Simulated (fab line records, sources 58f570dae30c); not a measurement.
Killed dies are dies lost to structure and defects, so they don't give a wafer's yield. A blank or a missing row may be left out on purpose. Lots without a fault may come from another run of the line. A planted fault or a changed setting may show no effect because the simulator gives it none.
Split-lot experiment | flow berkeley_cmos170 | 5 lots, 23 wafers read, on a route of 331 steps

THE SPLIT
At UCB170_SPACER_CVD_00 (deposits SiO2 from TEOS/O2, target thk 376 nm, time 47 s), the setting time_s was moved away from the recipe's 47 s on 8 of the 23 wafers read, by -10.7% to +6.1%. The other wafers ran this setting at the recipe's value.

FROM THE SPLIT TO THE READING: what the file shows between them, 2 steps
- UCB170_SPACER_THK_MEAS_01
- UCB170_SPACER_ANNEAL_02: time 1800 s

THE READING
oes_product_au, in a.u., at UCB170_SPACER_ETCHBACK_03 (etches SiO2 in CHF3/CF4/Ar, stops on Si, target depth 376 nm, time 100 s). Fault-free wafers of this fab line usually give 0.909 a.u., standard deviation 0.015 a.u..

wafer  | tool, chamber at the split | time_s as run, s | against the recipe | oes_product_au, a.u. | against lot-mates on the recipe
L074.1 | pecvd-02, 2                | 41.97            | -10.7%             | 0.816                | -0.088
L074.2 | pecvd-02, 1                | 41.97            | -10.7%             | 0.819                | -0.085
L074.3 | pecvd-02, 0                | 47               | recipe             | 0.910                | -
L074.4 | pecvd-02, 0                | 41.97            | -10.7%             | 0.845                | -0.059
L074.6 | pecvd-02, 1                | 47               | recipe             | 0.898                | -
L075.1 | pecvd-02, 1                | 47               | recipe             | 0.900                | -
L075.3 | pecvd-02, 2                | 42.67            | -9.2%              | 0.842                | -0.066
L075.4 | pecvd-02, 1                | 47               | recipe             | 0.895                | -
L075.5 | pecvd-02, 0                | 47               | recipe             | 0.930                | -
L075.6 | pecvd-02, 2                | 42.67            | -9.2%              | 0.868                | -0.040
L077.1 | pecvd-01, 1                | 47               | recipe             | 0.897                | -
L077.2 | pecvd-01, 0                | 47               | recipe             | 0.908                | -
L077.3 | pecvd-01, 2                | 47               | recipe             | 0.871                | -
L077.4 | pecvd-01, 1                | 47               | recipe             | 0.915                | -
L077.6 | pecvd-01, 2                | 47               | recipe             | 0.898                | -
L079.2 | pecvd-02, 1                | 49.85            | +6.1%              | 0.937                | +0.045
L079.3 | pecvd-02, 0                | 47               | recipe             | 0.879                | -
L079.4 | pecvd-02, 1                | 49.85            | +6.1%              | 0.925                | +0.033
L079.5 | pecvd-02, 0                | 47               | recipe             | 0.905                | -
L079.6 | pecvd-02, 2                | 49.85            | +6.1%              | 0.955                | +0.063
L081.3 | pecvd-01, 2                | 47               | recipe             | 0.893                | -
L081.4 | pecvd-01, 1                | 47               | recipe             | 0.919                | -
L081.6 | pecvd-01, 0                | 47               | recipe             | 0.913                | -

THE FIT
A straight line over all 23 wafers: oes_product_au changes by +0.00634 a.u. for each +1% of time_s; r = +0.91; the points scatter about the line by 0.015 a.u..
The same after taking each lot's own level away (the mean of its wafers on the recipe; 23 wafers): +0.00699 a.u. for each +1%; r = +0.93; scatter 0.014 a.u..
On that fit, the largest move of time_s shifts the reading by 0.075 a.u..
The lots' own levels span 0.8920 to 0.9083 a.u., that is 1.1 times the standard deviation above.
So the lot-to-lot level changes the slope little: the two slopes agree.
Check: with one of the wafers moved furthest among these (-10.7%) left out of the fit, the line predicts -0.0701 a.u. for it against its lot-mates. It came out at -0.088 a.u. against them.

OTHER SPLITS ON THESE WAFERS
These wafers also went through other splits before the reading. Each is held against what the fit with the lots' levels taken away leaves over:
other split on the same wafers    | wafers away from the commonest value | r with oes_product_au (lot level and that fit taken away)
UCB170_PLDD_COAT_01 resist_thk_nm | 7                                    | -0.33

THE WHOLE CHAIN: every reading that the file lists as answering this split, in the file's order
step                      | what it does                                                             | reading                                                                       | change (the file's fit)                   | r (the file's)
UCB170_SPACER_CVD_00      | deposits SiO2 from TEOS/O2, target thk 376 nm, time 47 s                 | SiO2_of_SPACER_CVD_00.thk_nm (the simulator's own value, which no gauge read) | +3.36 nm for each +1% of the setting      | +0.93
UCB170_SPACER_THK_MEAS_01 |                                                                          | SPACER_TEOS_THK                                                               | +3.35 for each +1% of the setting         | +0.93
UCB170_SPACER_ETCHBACK_03 | etches SiO2 in CHF3/CF4/Ar, stops on Si, target depth 376 nm, time 100 s | oes_product_au                                                                | +0.00677 a.u. for each +1% of the setting | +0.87
UCB170_SPACER_ETCHBACK_03 | etches SiO2 in CHF3/CF4/Ar, stops on Si, target depth 376 nm, time 100 s | etch.depth_nm (the simulator's own value, which no gauge read)                | +3.36 nm for each +1% of the setting      | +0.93

THE FILE'S OWN FIT
oes_product_au changes by +0.00677 a.u. for each +1% of time_s, r = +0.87.
